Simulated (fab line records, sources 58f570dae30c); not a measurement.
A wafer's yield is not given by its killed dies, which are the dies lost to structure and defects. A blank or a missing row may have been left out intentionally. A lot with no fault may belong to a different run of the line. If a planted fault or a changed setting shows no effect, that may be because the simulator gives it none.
What tool caused it? :: flow berkeley-cmos170 :: Sampling: 14 lots, 42 wafers, 2 of 331 route steps

== WHAT THE GAUGES SHOWED, per wafer ==
UCB170_WELLDRIVE_THK_MEAS_02.
lot: L345
measured: day 4 03:50
on: film-metro-03
WELLDRIVE_OXIDE_THK (nm): 203 205 204

lot: L347
measured: day 4 10:29
on: film-metro-03
WELLDRIVE_OXIDE_THK (nm): 193 190 190

lot: L348
measured: day 4 21:13
on: film-metro-01
WELLDRIVE_OXIDE_THK (nm): 194 196 201

lot: L350
measured: day 4 21:11
on: film-metro-03
WELLDRIVE_OXIDE_THK (nm): 203 201 203

lot: L351
measured: day 5 03:43
on: film-metro-02
WELLDRIVE_OXIDE_THK (nm): 204 206 205

lot: L352
measured: day 5 14:47
on: film-metro-02
WELLDRIVE_OXIDE_THK (nm): 196 195 194

lot: L353
measured: day 5 14:47
on: film-metro-03
WELLDRIVE_OXIDE_THK (nm): 195 197 197

lot: L356
measured: day 6 02:20
on: film-metro-03
WELLDRIVE_OXIDE_THK (nm): 201 199 200

lot: L359
measured: day 7 03:51
on: film-metro-01
WELLDRIVE_OXIDE_THK (nm): 207 202 201

lot: L360
measured: day 7 03:51
on: film-metro-03
WELLDRIVE_OXIDE_THK (nm): 203 205 204

lot: L363
measured: day 7 17:24
on: film-metro-03
WELLDRIVE_OXIDE_THK (nm): 195 192 197

lot: L364
measured: day 7 23:32
on: film-metro-01
WELLDRIVE_OXIDE_THK (nm): 187 191 192

lot: L366
measured: day 8 19:11
on: film-metro-03
WELLDRIVE_OXIDE_THK (nm): 199 199 203

lot: L368
measured: day 8 23:38
on: film-metro-03
WELLDRIVE_OXIDE_THK (nm): 202 205 203

== TOOL THAT RAN EACH LOT (tool first, then ch and the chambers of the sampled wafers, then the start) ==
lot: L345
UCB170_ZERO_STRIP_07: plasma-asher-03 ch 0,1, day 1 23:33

lot: L347
UCB170_ZERO_STRIP_07: plasma-asher-01 ch 0,1, day 2 10:57

lot: L348
UCB170_ZERO_STRIP_07: plasma-asher-01 ch 0,1, day 2 15:08

lot: L350
UCB170_ZERO_STRIP_07: plasma-asher-03 ch 0,1, day 2 19:07

lot: L351
UCB170_ZERO_STRIP_07: plasma-asher-01 ch 0,1, day 3 05:08

lot: L352
UCB170_ZERO_STRIP_07: plasma-asher-03 ch 0,1, day 3 12:23

lot: L353
UCB170_ZERO_STRIP_07: plasma-asher-04 ch 0,1, day 3 12:23

lot: L356
UCB170_ZERO_STRIP_07: plasma-asher-03 ch 0,1, day 4 05:55

lot: L359
UCB170_ZERO_STRIP_07: plasma-asher-01 ch 0,1, day 4 20:55

lot: L360
UCB170_ZERO_STRIP_07: plasma-asher-04 ch 0,1, day 4 21:10

lot: L363
UCB170_ZERO_STRIP_07: plasma-asher-03 ch 0,1, day 5 13:14

lot: L364
UCB170_ZERO_STRIP_07: plasma-asher-04 ch 0,1, day 5 23:36

lot: L366
UCB170_ZERO_STRIP_07: plasma-asher-01 ch 0,1, day 6 07:00

lot: L368
UCB170_ZERO_STRIP_07: plasma-asher-04 ch 0,1, day 7 00:28
- UCB170_ZERO_STRIP_07: strips in O2.

== WHAT THE TOOLS THEMSELVES READ (means of the sampled wafers that have a number; where no wafer has one, the mark that the record gives instead) ==
UCB170_ZERO_STRIP_07.
lot: L345
tool: plasma-asher-03
drypump-motor-current-A (A): 5.3
oes-product-au (a.u.): 0.728
strip-time-to-endpoint-s (s): 21.58

lot: L347
tool: plasma-asher-01
drypump-motor-current-A (A): 5.8
oes-product-au (a.u.): 0.730
strip-time-to-endpoint-s (s): 21.55

lot: L348
tool: plasma-asher-01
drypump-motor-current-A (A): 5.8
oes-product-au (a.u.): 0.724
strip-time-to-endpoint-s (s): 21.54

lot: L350
tool: plasma-asher-03
drypump-motor-current-A (A): 5.4
oes-product-au (a.u.): 0.727
strip-time-to-endpoint-s (s): 21.39

lot: L351
tool: plasma-asher-01
drypump-motor-current-A (A): 5.8
oes-product-au (a.u.): 0.726
strip-time-to-endpoint-s (s): 21.56

lot: L352
tool: plasma-asher-03
drypump-motor-current-A (A): 5.4
oes-product-au (a.u.): 0.724
strip-time-to-endpoint-s (s): 21.55

lot: L353
tool: plasma-asher-04
drypump-motor-current-A (A): 5.8
oes-product-au (a.u.): 0.730
strip-time-to-endpoint-s (s): 21.56

lot: L356
tool: plasma-asher-03
drypump-motor-current-A (A): 5.4
oes-product-au (a.u.): 0.727
strip-time-to-endpoint-s (s): 21.43

lot: L359
tool: plasma-asher-01
drypump-motor-current-A (A): 5.8
oes-product-au (a.u.): 0.727
strip-time-to-endpoint-s (s): 21.45

lot: L360
tool: plasma-asher-04
drypump-motor-current-A (A): 5.8
oes-product-au (a.u.): 0.726
strip-time-to-endpoint-s (s): 21.52

lot: L363
tool: plasma-asher-03
drypump-motor-current-A (A): 5.3
oes-product-au (a.u.): 0.723
strip-time-to-endpoint-s (s): 21.45

lot: L364
tool: plasma-asher-04
drypump-motor-current-A (A): 5.9
oes-product-au (a.u.): 0.724
strip-time-to-endpoint-s (s): 21.49

lot: L366
tool: plasma-asher-01
drypump-motor-current-A (A): 5.8
oes-product-au (a.u.): 0.728
strip-time-to-endpoint-s (s): 21.40

lot: L368
tool: plasma-asher-04
drypump-motor-current-A (A): 5.8
oes-product-au (a.u.): 0.727
strip-time-to-endpoint-s (s): 21.42

== THE ANSWER, worked out from the rows above alone ==
Rule: usual is defined by the lots themselves. The widest of any qualifying gaps counts: lots, ordered by their means at a reading, are off when they make up no more than a third of the lots, leave a main group of 4 or more, and stand apart from it by 3 or more times the standard deviation of that group's means. The tables above print the reading to a certain number of digits; a main group whose means all agree to those digits is not used. A lot without any number at a reading at which 4 lots or more have one is off too. Where the step has rows for the other lots, those lots are counted as sound. Order of review: gauges by route order, followed by the tools' own readings, for which a lot's mean as printed above is used. At the first step where some lot is off, the reading lying furthest off is the one used; lots without a number count as furthest.
None of the lots is off at any reading shown; this tells nothing.

== WHAT WAS PUT IN BY THE SIMULATOR ==
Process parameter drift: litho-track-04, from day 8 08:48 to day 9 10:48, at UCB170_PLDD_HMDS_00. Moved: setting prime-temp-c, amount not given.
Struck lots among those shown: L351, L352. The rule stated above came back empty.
